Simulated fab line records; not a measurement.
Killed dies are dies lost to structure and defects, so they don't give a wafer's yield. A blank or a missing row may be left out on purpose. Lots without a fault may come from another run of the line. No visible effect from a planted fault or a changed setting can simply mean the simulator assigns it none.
fab line records :: flow berkeley-cmos170
record
  lots=13
  wafers=39
  last-day=13
route steps=331 shown NVT@111
lots that met no fault: from a run of the same line without faults
start-h: hours from the record's opening day to when the first of the lot's shown wafers began :: wait-h: hours from the lot's prior step to this one :: " unchanged from the row above :: L1.1+2: several wafers, shown together as one row :: - no value present, or no start provided :: * or withheld: withheld :: < > ~ a bound
route shown NAME@n: a module of which the file shows steps, and the number in the route of the first :: usual: average and standard deviation across the fault-free wafers :: same: alike in all rows :: chamber/n: place in a boat :: sites: each site's reading :: _std_site: the values' standard deviation :: _edge_site: the outer-site mean with the inner-site mean subtracted :: radius-mm: how far each site lies from the wafer's centre :: mask NAME#n: copy n :: behind: the last tool/chamber to shape the wafer :: hold: the reason the lot was held/the length of the hold in hours/how it ended :: device: the transistor (n, p or np) that didn't switch :: end of line: tests of these same wafers at the route's end :: step lacking rows: just its recipe :: killed: count of dies lost to structure and defects at first sort (not the wafer's yield) :: map: a wafer's dies, marking killed ones x, the rest . and places with no die _
set.NAME: setting as actually run; set.NAME@STEP: the setting as run at that earlier step :: model.NAME: the simulator's own value behind a step, which no gauge read
the route's steps for a sample of lots (tables are steps, rows are wafers)
services: the hour from which a tool's chamber was out of use, counted from the record's first day as start-h (under 0 if before that day), plus the number of hours and why
## steps
# step UCB170_NVT_IMPLANT_07
# recipe
  species=BF2
  dose-cm2=3e+12
  energy-kev=50
  tilt-deg=7
# usual
  beam-energy-keV=50.002/0.015
  end-station-pressure-torr=5.04e-06/2.7e-07
  faraday-current-uA=9.51/0.19
  tilt-deg=7.006/0.019
# same
  implant-ion-amu=49
lot.wafer: L335.2
tool: implanter-03
chamber: 0
start-h: 145.33
wait-h: 0.0
beam-energy-keV: 49.992
end-station-pressure-torr: 5.44e-06
faraday-current-uA: 9.42
tilt-deg: 7.003

lot.wafer: L335.3
tool: implanter-03
chamber: 0
start-h: 145.33
wait-h: 0.0
beam-energy-keV: 50.016
end-station-pressure-torr: 5.12e-06
faraday-current-uA: 9.97
tilt-deg: 7.021

lot.wafer: L335.6
tool: implanter-03
chamber: 0
start-h: 145.33
wait-h: 0.0
beam-energy-keV: 50.002
end-station-pressure-torr: 5.58e-06
faraday-current-uA: 9.47
tilt-deg: 7.004

lot.wafer: L334.1
tool: implanter-01
chamber: 0
start-h: 145.43
wait-h: 0.0
beam-energy-keV: 50.015
end-station-pressure-torr: 4.69e-06
faraday-current-uA: 9.54
tilt-deg: 6.984

lot.wafer: L334.3
tool: implanter-01
chamber: 0
start-h: 145.43
wait-h: 0.0
beam-energy-keV: 49.997
end-station-pressure-torr: 4.97e-06
faraday-current-uA: 9.67
tilt-deg: 6.976

lot.wafer: L334.5
tool: implanter-01
chamber: 0
start-h: 145.43
wait-h: 0.0
beam-energy-keV: 50.003
end-station-pressure-torr: 5.28e-06
faraday-current-uA: 9.72
tilt-deg: 7.017

lot.wafer: L336.2
tool: implanter-03
chamber: 0
start-h: 145.70
wait-h: 0.0
beam-energy-keV: 50.011
end-station-pressure-torr: 5.08e-06
faraday-current-uA: 9.36
tilt-deg: 7.030

lot.wafer: L336.3
tool: implanter-03
chamber: 0
start-h: 145.70
wait-h: 0.0
beam-energy-keV: 49.985
end-station-pressure-torr: 5.28e-06
faraday-current-uA: 9.44
tilt-deg: 7.019

lot.wafer: L336.4
tool: implanter-03
chamber: 0
start-h: 145.70
wait-h: 0.0
beam-energy-keV: 49.990
end-station-pressure-torr: 4.84e-06
faraday-current-uA: 9.46
tilt-deg: 7.007

lot.wafer: L338.1
tool: implanter-03
chamber: 0
start-h: 181.73
wait-h: 0.0
beam-energy-keV: 57.025
end-station-pressure-torr: 4.73e-06
faraday-current-uA: 9.63
tilt-deg: 7.042

lot.wafer: L338.3
tool: implanter-03
chamber: 0
start-h: 181.73
wait-h: 0.0
beam-energy-keV: 57.035
end-station-pressure-torr: 5.04e-06
faraday-current-uA: 9.38
tilt-deg: 7.009

lot.wafer: L338.6
tool: implanter-03
chamber: 0
start-h: 181.73
wait-h: 0.0
beam-energy-keV: 57.014
end-station-pressure-torr: 5.16e-06
faraday-current-uA: 9.42
tilt-deg: 7.035

lot.wafer: L341.3
tool: implanter-01
chamber: 0
start-h: 182.14
wait-h: 0.1
beam-energy-keV: 50.011
end-station-pressure-torr: 4.75e-06
faraday-current-uA: 9.61
tilt-deg: 6.996

lot.wafer: L341.5
tool: implanter-01
chamber: 0
start-h: 182.14
wait-h: 0.1
beam-energy-keV: 50.000
end-station-pressure-torr: 4.84e-06
faraday-current-uA: 9.14
tilt-deg: 7.002

lot.wafer: L341.6
tool: implanter-01
chamber: 0
start-h: 182.14
wait-h: 0.1
beam-energy-keV: 50.001
end-station-pressure-torr: 4.84e-06
faraday-current-uA: 9.42
tilt-deg: 7.010

lot.wafer: L340.2
tool: implanter-03
chamber: 0
start-h: 182.30
wait-h: 0.0
beam-energy-keV: 57.044
end-station-pressure-torr: 4.21e-06
faraday-current-uA: 9.61
tilt-deg: 6.988

lot.wafer: L340.4
tool: implanter-03
chamber: 0
start-h: 182.30
wait-h: 0.0
beam-energy-keV: 57.015
end-station-pressure-torr: 4.52e-06
faraday-current-uA: 9.26
tilt-deg: 7.017

lot.wafer: L340.5
tool: implanter-03
chamber: 0
start-h: 182.30
wait-h: 0.0
beam-energy-keV: 57.026
end-station-pressure-torr: 4.88e-06
faraday-current-uA: 9.94
tilt-deg: 6.997

lot.wafer: L348.2
tool: implanter-01
chamber: 0
start-h: 215.79
wait-h: 0.0
beam-energy-keV: 49.972
end-station-pressure-torr: 4.87e-06
faraday-current-uA: 9.52
tilt-deg: 6.981

lot.wafer: L348.3
tool: implanter-01
chamber: 0
start-h: 215.79
wait-h: 0.0
beam-energy-keV: 49.991
end-station-pressure-torr: 5.7e-06
faraday-current-uA: 9.36
tilt-deg: 7.019

lot.wafer: L348.4
tool: implanter-01
chamber: 0
start-h: 215.79
wait-h: 0.0
beam-energy-keV: 50.006
end-station-pressure-torr: 5.29e-06
faraday-current-uA: 9.80
tilt-deg: 7.026

lot.wafer: L350.2
tool: implanter-01
chamber: 0
start-h: 223.70
wait-h: 0.0
beam-energy-keV: 49.982
end-station-pressure-torr: 4.95e-06
faraday-current-uA: 9.41
tilt-deg: 6.988

lot.wafer: L350.5
tool: implanter-01
chamber: 0
start-h: 223.70
wait-h: 0.0
beam-energy-keV: 49.982
end-station-pressure-torr: 5.26e-06
faraday-current-uA: 9.83
tilt-deg: 7.028

lot.wafer: L350.6
tool: implanter-01
chamber: 0
start-h: 223.70
wait-h: 0.0
beam-energy-keV: 49.995
end-station-pressure-torr: 4.53e-06
faraday-current-uA: 9.72
tilt-deg: 7.015

lot.wafer: L349.3
tool: implanter-01
chamber: 0
start-h: 223.97
wait-h: 0.1
beam-energy-keV: 50.000
end-station-pressure-torr: 5.07e-06
faraday-current-uA: 9.54
tilt-deg: 7.033

lot.wafer: L349.5
tool: implanter-01
chamber: 0
start-h: 223.97
wait-h: 0.1
beam-energy-keV: 49.985
end-station-pressure-torr: 5.36e-06
faraday-current-uA: 9.61
tilt-deg: 7.005

lot.wafer: L349.6
tool: implanter-01
chamber: 0
start-h: 223.97
wait-h: 0.1
beam-energy-keV: 50.001
end-station-pressure-torr: 4.91e-06
faraday-current-uA: 9.35
tilt-deg: 7.013

lot.wafer: L353.1
tool: implanter-01
chamber: 0
start-h: 238.73
wait-h: 0.0
beam-energy-keV: 49.990
end-station-pressure-torr: 4.69e-06
faraday-current-uA: 9.47
tilt-deg: 7.017

lot.wafer: L353.3
tool: implanter-01
chamber: 0
start-h: 238.73
wait-h: 0.0
beam-energy-keV: 49.969
end-station-pressure-torr: 5.05e-06
faraday-current-uA: 9.34
tilt-deg: 6.984

lot.wafer: L353.4
tool: implanter-01
chamber: 0
start-h: 238.73
wait-h: 0.0
beam-energy-keV: 49.997
end-station-pressure-torr: 5.36e-06
faraday-current-uA: 9.64
tilt-deg: 7.012

lot.wafer: L355.2
tool: implanter-01
chamber: 0
start-h: 238.99
wait-h: 0.0
beam-energy-keV: 50.004
end-station-pressure-torr: 5.04e-06
faraday-current-uA: 9.61
tilt-deg: 7.022

lot.wafer: L355.3
tool: implanter-01
chamber: 0
start-h: 238.99
wait-h: 0.0
beam-energy-keV: 49.990
end-station-pressure-torr: 5.11e-06
faraday-current-uA: 9.50
tilt-deg: 7.003

lot.wafer: L355.4
tool: implanter-01
chamber: 0
start-h: 238.99
wait-h: 0.0
beam-energy-keV: 50.000
end-station-pressure-torr: 5.03e-06
faraday-current-uA: 9.67
tilt-deg: 7.002

lot.wafer: L357.1
tool: implanter-01
chamber: 0
start-h: 260.50
wait-h: 0.0
beam-energy-keV: 50.004
end-station-pressure-torr: 4.42e-06
faraday-current-uA: 9.64
tilt-deg: 7.039

lot.wafer: L357.4
tool: implanter-01
chamber: 0
start-h: 260.50
wait-h: 0.0
beam-energy-keV: 50.006
end-station-pressure-torr: 5.17e-06
faraday-current-uA: 9.37
tilt-deg: 7.041

lot.wafer: L357.6
tool: implanter-01
chamber: 0
start-h: 260.50
wait-h: 0.0
beam-energy-keV: 50.013
end-station-pressure-torr: 5.14e-06
faraday-current-uA: 9.31
tilt-deg: 7.029

lot.wafer: L356.1
tool: implanter-03
chamber: 0
start-h: 260.78
wait-h: 0.0
beam-energy-keV: 49.996
end-station-pressure-torr: 5.01e-06
faraday-current-uA: 9.39
tilt-deg: 7.005

lot.wafer: L356.2
tool: implanter-03
chamber: 0
start-h: 260.78
wait-h: 0.0
beam-energy-keV: 50.004
end-station-pressure-torr: 4.71e-06
faraday-current-uA: 9.07
tilt-deg: 7.017

lot.wafer: L356.4
tool: implanter-03
chamber: 0
start-h: 260.78
wait-h: 0.0
beam-energy-keV: 49.989
end-station-pressure-torr: 5.15e-06
faraday-current-uA: 9.42
tilt-deg: 6.960
# step UCB170_NVT_TW_MEAS_09
# usual
  NVT_TW=523.1/2.6
lot.wafer: L335.2
tool: film-metro-01
chamber: -
start-h: 145.57
wait-h: 0.1
hold: -
NVT_TW: 524.5

lot.wafer: L335.3
tool: film-metro-01
chamber: -
start-h: 145.57
wait-h: 0.1
hold: -
NVT_TW: 522.5

lot.wafer: L335.6
tool: film-metro-01
chamber: -
start-h: 145.57
wait-h: 0.1
hold: -
NVT_TW: 520.4

lot.wafer: L334.1
tool: film-metro-01
chamber: -
start-h: 145.68
wait-h: 0.1
hold: -
NVT_TW: 525.0

lot.wafer: L334.3
tool: film-metro-01
chamber: -
start-h: 145.68
wait-h: 0.1
hold: -
NVT_TW: 522.4

lot.wafer: L334.5
tool: film-metro-01
chamber: -
start-h: 145.68
wait-h: 0.1
hold: -
NVT_TW: 523.3

lot.wafer: L336.2
tool: film-metro-02
chamber: -
start-h: 145.94
wait-h: 0.1
hold: -
NVT_TW: 519.9

lot.wafer: L336.3
tool: film-metro-02
chamber: -
start-h: 145.94
wait-h: 0.1
hold: -
NVT_TW: 519.1

lot.wafer: L336.4
tool: film-metro-02
chamber: -
start-h: 145.94
wait-h: 0.1
hold: -
NVT_TW: 518.8

lot.wafer: L338.1
tool: film-metro-01
chamber: -
start-h: 181.98
wait-h: 0.1
hold: await-dispo/0.2h/release
NVT_TW: 536.8

lot.wafer: L338.3
tool: film-metro-01
chamber: -
start-h: 181.98
wait-h: 0.1
hold: await-dispo/0.2h/release
NVT_TW: 543.8

lot.wafer: L338.6
tool: film-metro-01
chamber: -
start-h: 181.98
wait-h: 0.1
hold: await-dispo/0.2h/release
NVT_TW: 537.3

lot.wafer: L338.1
tool: film-metro-01
chamber: -
start-h: 182.21
wait-h: 0.2
hold: -
NVT_TW: 539.5

lot.wafer: L338.3
tool: film-metro-01
chamber: -
start-h: 182.21
wait-h: 0.2
hold: -
NVT_TW: 537.0

lot.wafer: L338.6
tool: film-metro-01
chamber: -
start-h: 182.21
wait-h: 0.2
hold: -
NVT_TW: 539.3

lot.wafer: L341.3
tool: film-metro-02
chamber: -
start-h: 182.36
wait-h: 0.1
hold: -
NVT_TW: 520.6

lot.wafer: L341.5
tool: film-metro-02
chamber: -
start-h: 182.36
wait-h: 0.1
hold: -
NVT_TW: 523.4

lot.wafer: L341.6
tool: film-metro-02
chamber: -
start-h: 182.36
wait-h: 0.1
hold: -
NVT_TW: 520.3

lot.wafer: L340.2
tool: film-metro-01
chamber: -
start-h: 182.54
wait-h: 0.1
hold: await-dispo/0.2h/release
NVT_TW: 539.2

lot.wafer: L340.4
tool: film-metro-01
chamber: -
start-h: 182.54
wait-h: 0.1
hold: await-dispo/0.2h/release
NVT_TW: 541.9

lot.wafer: L340.5
tool: film-metro-01
chamber: -
start-h: 182.54
wait-h: 0.1
hold: await-dispo/0.2h/release
NVT_TW: 542.5

lot.wafer: L340.2
tool: film-metro-01
chamber: -
start-h: 182.77
wait-h: 0.2
hold: -
NVT_TW: 539.9

lot.wafer: L340.4
tool: film-metro-01
chamber: -
start-h: 182.77
wait-h: 0.2
hold: -
NVT_TW: 540.2

lot.wafer: L340.5
tool: film-metro-01
chamber: -
start-h: 182.77
wait-h: 0.2
hold: -
NVT_TW: 539.2

lot.wafer: L348.2
tool: film-metro-02
chamber: -
start-h: 216.02
wait-h: 0.1
hold: -
NVT_TW: 524.6

lot.wafer: L348.3
tool: film-metro-02
chamber: -
start-h: 216.02
wait-h: 0.1
hold: -
NVT_TW: 522.4

lot.wafer: L348.4
tool: film-metro-02
chamber: -
start-h: 216.02
wait-h: 0.1
hold: -
NVT_TW: 519.3

lot.wafer: L350.2
tool: film-metro-02
chamber: -
start-h: 223.93
wait-h: 0.1
hold: -
NVT_TW: 523.7

lot.wafer: L350.5
tool: film-metro-02
chamber: -
start-h: 223.93
wait-h: 0.1
hold: -
NVT_TW: 522.3

lot.wafer: L350.6
tool: film-metro-02
chamber: -
start-h: 223.93
wait-h: 0.1
hold: -
NVT_TW: 519.9

lot.wafer: L349.3
tool: film-metro-03
chamber: -
start-h: 224.19
wait-h: 0.1
hold: -
NVT_TW: 528.0

lot.wafer: L349.5
tool: film-metro-03
chamber: -
start-h: 224.19
wait-h: 0.1
hold: -
NVT_TW: 526.4

lot.wafer: L349.6
tool: film-metro-03
chamber: -
start-h: 224.19
wait-h: 0.1
hold: -
NVT_TW: 526.2

lot.wafer: L353.1
tool: film-metro-02
chamber: -
start-h: 238.98
wait-h: 0.1
hold: -
NVT_TW: 522.5

lot.wafer: L353.3
tool: film-metro-02
chamber: -
start-h: 238.98
wait-h: 0.1
hold: -
NVT_TW: 522.7

lot.wafer: L353.4
tool: film-metro-02
chamber: -
start-h: 238.98
wait-h: 0.1
hold: -
NVT_TW: 523.0

lot.wafer: L355.2
tool: film-metro-01
chamber: -
start-h: 239.22
wait-h: 0.1
hold: -
NVT_TW: 523.7

lot.wafer: L355.3
tool: film-metro-01
chamber: -
start-h: 239.22
wait-h: 0.1
hold: -
NVT_TW: 524.8

lot.wafer: L355.4
tool: film-metro-01
chamber: -
start-h: 239.22
wait-h: 0.1
hold: -
NVT_TW: 523.6

lot.wafer: L357.1
tool: film-metro-02
chamber: -
start-h: 260.75
wait-h: 0.1
hold: -
NVT_TW: 524.0

lot.wafer: L357.4
tool: film-metro-02
chamber: -
start-h: 260.75
wait-h: 0.1
hold: -
NVT_TW: 523.0

lot.wafer: L357.6
tool: film-metro-02
chamber: -
start-h: 260.75
wait-h: 0.1
hold: -
NVT_TW: 522.3

lot.wafer: L356.1
tool: film-metro-03
chamber: -
start-h: 261.03
wait-h: 0.1
hold: -
NVT_TW: 525.2

lot.wafer: L356.2
tool: film-metro-03
chamber: -
start-h: 261.03
wait-h: 0.1
hold: -
NVT_TW: 519.9

lot.wafer: L356.4
tool: film-metro-03
chamber: -
start-h: 261.03
wait-h: 0.1
hold: -
NVT_TW: 521.2
## services
tool: implanter-01
chamber: -
start-h: 160.51
hours: 4.4
kind: pm

tool: implanter-01
chamber: -
start-h: 229.57
hours: 1.8
kind: repair

tool: implanter-03
chamber: -
start-h: 235.13
hours: 2.7
kind: repair

tool: implanter-03
chamber: -
start-h: 246.20
hours: 1.4
kind: repair
## key
first-sign
  step=UCB170_NVT_IMPLANT_07
  reading=beam-energy-keV
  direction=up
  sigmas=99+
  usual=50.002
  struck=57.027
effect
  step=UCB170_NVT_TW_MEAS_09
  reading=visit
  direction=added
effect
  step=UCB170_NVT_TW_MEAS_09
  reading=NVT_TW
  direction=up
  sigmas=6.6
  usual=523.1
  struck=540.3
met-at UCB170_NVT_IMPLANT_07
struck-lots L338,L340
tester-left-out L338,L340
onset-between 145.70 181.73
fault
  kind=process-parameter-drift
  tool=implanter-03
  chamber=-
  onset-h=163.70
  steps=UCB170_NVT_IMPLANT_07
  channel=energy-kev
  offset=7.0245
  shape=step
  end-h=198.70
  acts-in=these-recipes-only
  stated=50
# tester-left-out: of these lots the tester's yield and bins aren't shown, on N5 and GAA mostly nor the transistor test; their killed dies are dies lost to structure and defects alone, not to doping, threshold or leakage, so they don't give the yield
